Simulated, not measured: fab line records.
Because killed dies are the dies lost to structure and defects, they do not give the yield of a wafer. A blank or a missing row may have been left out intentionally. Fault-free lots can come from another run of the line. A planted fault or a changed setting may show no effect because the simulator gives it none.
Split-lot study | flow rit-cmos | route with 202 steps; 5 lots, 23 wafers read

== SPLIT DETAILS ==
At RIT_ACTIVE_CVD_03 (deposits Si3N4 from SiH2Cl2/NH3, target thk 150 nm, time 1500 s), the setting temp-c was moved away from the recipe's 810 C on 20 of the 23 wafers read, by -2.8% to +2.7%. The other wafers ran this setting at the recipe's value.

== FROM THE SPLIT TO THE READING: what the file shows between them, 3 steps ==
- RIT_ACTIVE_THK_MEAS_04
- RIT_ACTIVE_DEVELOP_10: develop time 50 s (also split here: dev-temp-c)
- RIT_ACTIVE_HARDBAKE_12: time 60 s

== THE READING ==
oes-product-au, in a.u., at RIT_ACTIVE_ETCH_13 (etches Si3N4 in SF6, stops on SiO2, time 210 s, target depth 210 nm). Typical for fault-free wafers on this fab line: 0.820 a.u., with standard deviation 0.016 a.u.

wafer  | tool, chamber at the split | temp-c as run, C | against the recipe | oes-product-au, a.u. | against lot-mates on the recipe
L078.1 | -, -                       | 832              | +2.7%              | 1.008                | no lot-mate on the recipe
L078.2 | -, -                       | 832              | +2.7%              | 0.977                | no lot-mate on the recipe
L078.3 | -, -                       | 832              | +2.7%              | 1.013                | no lot-mate on the recipe
L078.4 | -, -                       | 832              | +2.7%              | 1.001                | no lot-mate on the recipe
L078.5 | -, -                       | 832              | +2.7%              | 0.975                | no lot-mate on the recipe
L079.1 | -, -                       | 826.2            | +2.0%              | 0.983                | no lot-mate on the recipe
L079.2 | -, -                       | 826.2            | +2.0%              | 0.955                | no lot-mate on the recipe
L079.3 | -, -                       | 826.2            | +2.0%              | 0.965                | no lot-mate on the recipe
L079.5 | -, -                       | 826.2            | +2.0%              | 0.972                | no lot-mate on the recipe
L079.6 | -, -                       | 826.2            | +2.0%              | 0.956                | no lot-mate on the recipe
L081.3 | lpcvd-02, 1                | 810              | recipe             | 0.846                | -
L081.4 | lpcvd-02, 1                | 810              | recipe             | 0.816                | -
L081.6 | lpcvd-02, 1                | 810              | recipe             | 0.786                | -
L082.1 | -, -                       | 787.1            | -2.8%              | 0.662                | no lot-mate on the recipe
L082.3 | -, -                       | 787.1            | -2.8%              | 0.680                | no lot-mate on the recipe
L082.4 | -, -                       | 787.1            | -2.8%              | 0.663                | no lot-mate on the recipe
L082.5 | -, -                       | 787.1            | -2.8%              | 0.663                | no lot-mate on the recipe
L082.6 | -, -                       | 787.1            | -2.8%              | 0.653                | no lot-mate on the recipe
L084.1 | -, -                       | 827.4            | +2.1%              | 1.008                | no lot-mate on the recipe
L084.2 | -, -                       | 827.4            | +2.1%              | 0.950                | no lot-mate on the recipe
L084.3 | -, -                       | 827.4            | +2.1%              | 0.943                | no lot-mate on the recipe
L084.5 | -, -                       | 827.4            | +2.1%              | 1.007                | no lot-mate on the recipe
L084.6 | -, -                       | 827.4            | +2.1%              | 0.945                | no lot-mate on the recipe

THE FIT
A straight line over all 23 wafers: oes-product-au changes by +0.0614 a.u. for each +1% of temp-c; r = +0.99; the points scatter about the line by 0.022 a.u.
Too few moved wafers have a lot-mate on the recipe to fit a line with each lot's own level taken away.

== THE WHOLE CHAIN: every reading that the file lists as answering this split, in the file's order ==
step                   | what it does                                                        | reading                                                                        | change (the file's fit)                  | r (the file's)
RIT_ACTIVE_CVD_03      | deposits Si3N4 from SiH2Cl2/NH3, target thk 150 nm, time 1500 s     | Si3N4_of_ACTIVE_CVD_03.thk-nm (the simulator's own value, which no gauge read) | +21.8 nm for each +1% of the setting     | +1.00
RIT_ACTIVE_THK_MEAS_04 |                                                                     | ACTIVE_NITRIDE_THK                                                             | +21.8 for each +1% of the setting        | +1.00
RIT_ACTIVE_ETCH_13     | etches Si3N4 in SF6, stops on SiO2, time 210 s, target depth 210 nm | oes-product-au                                                                 | +0.0614 a.u. for each +1% of the setting | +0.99

== THE FILE'S OWN FIT ==
oes-product-au changes by +0.0614 a.u. for each +1% of temp-c, r = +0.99.
